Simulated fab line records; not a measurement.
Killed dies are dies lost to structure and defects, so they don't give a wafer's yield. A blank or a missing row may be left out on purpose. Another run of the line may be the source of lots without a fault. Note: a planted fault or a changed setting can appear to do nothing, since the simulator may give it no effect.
Which tool did it? | flow rit_cmos | 45 wafers from 15 lots sampled at 2 of the route's 202 steps

## WHAT THE GAUGES READ, wafer by wafer
RIT_CONTACT_OVL_MEAS_09. Usual: CONTACT_OVL gives 0.6 nm (standard deviation 1.3).
lot  | measured    | on         | CONTACT_OVL (nm)  | flag
L430 | day 3 08:54 | overlay-01 | 1.1 3.3 0.3       |
L432 | day 3 20:46 | overlay-02 | 1.3 1.0 1.1       |
L433 | day 4 01:55 | overlay-01 | 1.3 2.3 1.2       |
L434 | day 4 08:54 | overlay-02 | 0.9 -2.3 0.1      |
L435 | day 4 11:08 | overlay-02 | 0.4 1.0 1.5       |
L436 | day 4 15:20 | overlay-01 | 0.6 2.0 1.5       |
L437 | day 4 20:29 | overlay-02 | -1.9 -2.5 -1.6    |
L438 | day 5 00:35 | overlay-01 | -0.7 0.5 1.4      |
L439 | day 5 05:50 | overlay-02 | -1.1 -2.9 -2.6    |
L443 | day 6 00:13 | overlay-01 | 239.8 238.3 241.2 | OFF
L444 | day 6 06:18 | overlay-02 | 238.5 240.5 238.7 | OFF
L445 | day 6 10:40 | overlay-02 | -0.3 0.8 1.6      |
L447 | day 6 18:47 | overlay-01 | 240.1 241.0 240.8 | OFF
L450 | day 7 13:11 | overlay-01 | 0.5 0.9 1.1       |
L452 | day 7 19:13 | overlay-02 | 1.1 0.2 0.0       |

## WHAT TOOL EACH LOT RAN ON (gives the tool, then ch and the chambers of the sampled wafers, and finally the start)
lot  | RIT_CONTACT_EXPOSE_05
L430 | iline_stepper-01 ch 0, day 3 08:16
L432 | iline_stepper-02 ch 0, day 3 20:08
L433 | iline_stepper-01 ch 0, day 4 01:17
L434 | iline_stepper-01 ch 0, day 4 08:16
L435 | iline_stepper-01 ch 0, day 4 10:28
L436 | iline_stepper-02 ch 0, day 4 14:43
L437 | iline_stepper-02 ch 0, day 4 19:52
L438 | iline_stepper-01 ch 0, day 4 23:58
L439 | iline_stepper-02 ch 0, day 5 05:11
L443 | iline_stepper-02 ch 0, day 5 23:35
L444 | iline_stepper-02 ch 0, day 6 05:41
L445 | iline_stepper-01 ch 0, day 6 10:02
L447 | iline_stepper-02 ch 0, day 6 18:09
L450 | iline_stepper-01 ch 0, day 7 12:34
L452 | iline_stepper-01 ch 0, day 7 18:35
- RIT_CONTACT_EXPOSE_05: exposes mask M11, target cd 1000 nm.

## WHAT THE TOOLS THEMSELVES READ (means of the sampled wafers that have a number; where no wafer has one, the mark that the record gives instead)
RIT_CONTACT_EXPOSE_05. Usual: focus_offset_nm 0.0 nm, standard deviation 0.6.
lot  | tool             | focus_offset_nm (nm) | flag
L430 | iline_stepper-01 | 0.7                  |
L432 | iline_stepper-02 | -0.3                 |
L433 | iline_stepper-01 | 0.5                  |
L434 | iline_stepper-01 | -0.4                 |
L435 | iline_stepper-01 | -0.4                 |
L436 | iline_stepper-02 | 0.1                  |
L437 | iline_stepper-02 | -0.6                 |
L438 | iline_stepper-01 | -0.9                 |
L439 | iline_stepper-02 | 0.1                  |
L443 | iline_stepper-02 | 0.4                  |
L444 | iline_stepper-02 | 0.6                  |
L445 | iline_stepper-01 | 0.3                  |
L447 | iline_stepper-02 | 0.0                  |
L450 | iline_stepper-01 | -0.6                 |
L452 | iline_stepper-01 | -0.2                 |

## THE ANSWER, worked out from the rows above alone
Rule: a lot counts as off when the mean over its wafers that have a number is more than 3 standard deviations away from the usual mean. Also off: a lot with no number at a reading for which 4 or more lots have one. Any other lot the step has rows for is counted as sound. First the gauges in route order, then the tools' own readings, where a lot's mean is used as printed above. The first step at which some lot is off is used, and at that step the reading that is off furthest; a lot without a number counts as furthest.
Off: at RIT_CONTACT_OVL_MEAS_09 (CONTACT_OVL), L443, L444, L447.
A tool fits if, at a process step before that reading, it ran every lot that is off, and no sound lot after the first of them. Those tools and the gauges at RIT_CONTACT_OVL_MEAS_09 are tried in the same way. One fits: RIT_CONTACT_EXPOSE_05 on iline_stepper-02. A fault onset in the window from L439 (day 5 05:11, its last sound lot) to L443 (day 5 23:35, its first lot off) fits.

## WHAT THE SIMULATOR PUT IN
Scanner matching overlay: iline_stepper-02, from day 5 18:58 on, at RIT_CONTACT_EXPOSE_05. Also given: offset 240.
Lots struck among those shown: L443, L444, L447. The rule above reached the same finding.
